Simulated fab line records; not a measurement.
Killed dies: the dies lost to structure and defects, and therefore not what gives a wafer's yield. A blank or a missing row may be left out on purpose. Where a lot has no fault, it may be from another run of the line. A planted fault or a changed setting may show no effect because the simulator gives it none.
Which tool is to blame?	flow berkeleyCmos170	42 wafers sampled from 14 lots at 1 step of a route of 331

## WHAT EACH GAUGE READ, for each wafer
UCB170_ACTIVE_THK_MEAS_03.
lot	measured	on	ACTIVE_OXIDE_THK (nm)
L694	day 4 18:11	filmMetro-04	26.0 25.8 26.1
L696	day 4 22:31	filmMetro-03	25.1 24.8 25.5
L695	day 4 22:32	filmMetro-01	26.3 26.2 26.1
L697	day 4 22:32	filmMetro-04	26.4 26.8 26.6
L699	day 5 17:58	filmMetro-01	26.9 27.7 27.5
L698	day 5 17:59	filmMetro-04	26.7 27.1 27.4
L701	day 6 00:31	filmMetro-04	25.9 26.1 26.2
L707	day 6 22:34	filmMetro-04	26.1 25.8 25.7
L711	day 7 23:23	filmMetro-03	26.9 26.6 27.0
L712	day 7 23:23	filmMetro-04	25.9 25.7 25.9
L710	day 7 23:24	filmMetro-01	25.9 26.1 26.1
L714	day 8 08:08	filmMetro-04	26.2 26.2 26.3
L713	day 8 08:10	filmMetro-01	26.3 26.6 25.9
L716	day 8 09:29	filmMetro-03	26.4 26.8 26.5

## EACH LOT AND THE TOOL THAT RAN IT (in order: tool; ch and the chambers of the sampled wafers; start)
The record holds no process step before these readings.

## AS READ BY THE TOOLS THEMSELVES (means over the sampled wafers that have a number; for cases with no such wafer, the mark the record gives instead)
The record holds no such reading with a usual standard deviation.

## THE ANSWER, worked out from the rows above alone
Rule: what is usual is taken from the lots themselves. The widest of any qualifying gaps counts: lots, ordered by their means at a reading, are off when they make up no more than a third of the lots, leave a main group of 4 or more, and stand apart from it by 3 or more times the standard deviation of that group's means. Not used: any main group whose means are identical at the precision the tables above print for the reading. A lot without any number at a reading at which 4 lots or more have one is off too. All remaining lots with rows at the step are treated as sound. After the gauges, taken in route order, come the tools' own readings; for these a lot's mean is taken, as printed above. At the first step where some lot is off, the reading lying furthest off is the one used; lots without a number count as furthest.
Across all readings shown, no lot is off: no conclusion can be drawn from this.

## WHAT THE SIMULATOR PUT IN
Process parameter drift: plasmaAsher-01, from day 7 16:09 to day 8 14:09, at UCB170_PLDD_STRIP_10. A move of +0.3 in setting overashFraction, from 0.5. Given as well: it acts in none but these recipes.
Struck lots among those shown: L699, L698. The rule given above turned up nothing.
